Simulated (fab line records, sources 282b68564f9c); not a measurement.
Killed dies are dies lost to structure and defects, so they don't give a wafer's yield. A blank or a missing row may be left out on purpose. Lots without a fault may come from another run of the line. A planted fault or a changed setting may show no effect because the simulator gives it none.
Which tool did it? | flow rit_cmos | 13 lots, 39 wafers sampled, at 2 steps of a route of 202

WHAT THE GAUGES READ, wafer by wafer
RIT_CONTACT_THK_MEAS_01. Usual: CONTACT_TEOS_THK 398 nm, standard deviation 5.8.
lot  | measured    | on            | CONTACT_TEOS_THK (nm) | flag
L524 | day 3 02:41 | film_metro-04 | 391 392 397           |
L525 | day 3 06:40 | film_metro-01 | 404 397 394           |
L526 | day 3 13:33 | film_metro-04 | 394 395 403           |
L527 | day 3 19:50 | film_metro-01 | 395 400 401           |
L528 | day 3 23:05 | film_metro-02 | 392 393 403           |
L529 | day 4 02:49 | film_metro-02 | 393 394 401           |
L530 | day 4 07:41 | film_metro-02 | 396 399 403           |
L531 | day 4 14:11 | film_metro-01 | 394 396 407           |
L534 | day 5 05:02 | film_metro-01 | 380 397 389           |
L539 | day 6 08:10 | film_metro-01 | 399 603 398           | OFF
L543 | day 7 03:14 | film_metro-04 | 403 395 412           |
L546 | day 7 16:59 | film_metro-02 | 403 397 393           |
L547 | day 7 22:31 | film_metro-04 | 397 392 402           |

WHICH TOOL RAN EACH LOT (tool, then ch and the chambers of the sampled wafers, then the start)
lot  | RIT_CONTACT_CVD_00
L524 | pecvd-01 ch 1,2, day 3 02:38
L525 | pecvd-04 ch 0,1,2, day 3 06:36
L526 | pecvd-03 ch 0,1,2, day 3 13:30
L527 | pecvd-01 ch 1, day 3 19:45
L528 | pecvd-04 ch 1,2, day 3 23:02
L529 | pecvd-03 ch 0,1,2, day 4 02:46
L530 | pecvd-01 ch 0,1, day 4 07:38
L531 | pecvd-04 ch 0,1,2, day 4 14:08
L534 | pecvd-04 ch 0,1,2, day 5 04:59
L539 | pecvd-01 ch 0,2, day 6 08:07
L543 | pecvd-04 ch 0,1, day 7 03:10
L546 | pecvd-04 ch 0,1,2, day 7 16:55
L547 | pecvd-03 ch 0,1, day 7 22:28
- RIT_CONTACT_CVD_00: deposits SiO2 from TEOS, target thk 400 nm, time 61 s.

WHAT THE TOOLS THEMSELVES READ (means of the sampled wafers that have a number; where no wafer has one, the mark that the record gives instead)
RIT_CONTACT_CVD_00. Usual: heater_power_w 292 W, standard deviation 70.
lot  | tool     | heater_power_w (W) | flag
L524 | pecvd-01 | 264                |
L525 | pecvd-04 | 355                |
L526 | pecvd-03 | 266                |
L527 | pecvd-01 | 207                |
L528 | pecvd-04 | 396                |
L529 | pecvd-03 | 279                |
L530 | pecvd-01 | 265                |
L531 | pecvd-04 | 325                |
L534 | pecvd-04 | 341                |
L539 | pecvd-01 | 294                |
L543 | pecvd-04 | 293                |
L546 | pecvd-04 | 365                |
L547 | pecvd-03 | 283                |

THE ANSWER, worked out from the rows above alone
Rule: a lot is off if the mean of its wafers that have a number lies more than 3 standard deviations from the usual mean. A lot without any number at a reading at which 4 lots or more have one is off too. The other lots that the step has rows for count as sound. The gauges are gone through in route order, then the tools' own readings, and for those a lot's mean is taken as printed above. The first step at which some lot is off is used, and at that step the reading that is off furthest; a lot without a number counts as furthest.
Off: L539, at RIT_CONTACT_THK_MEAS_01 (CONTACT_TEOS_THK).
A tool fits if, at a process step before that reading, it ran every lot that is off, and no sound lot after the first of them. The gauges at RIT_CONTACT_THK_MEAS_01 are tried like those tools. Can't be told from this: 2 tools fit, pecvd-01 at RIT_CONTACT_CVD_00, film_metro-01 at RIT_CONTACT_THK_MEAS_01.

WHAT THE SIMULATOR HAD PUT IN
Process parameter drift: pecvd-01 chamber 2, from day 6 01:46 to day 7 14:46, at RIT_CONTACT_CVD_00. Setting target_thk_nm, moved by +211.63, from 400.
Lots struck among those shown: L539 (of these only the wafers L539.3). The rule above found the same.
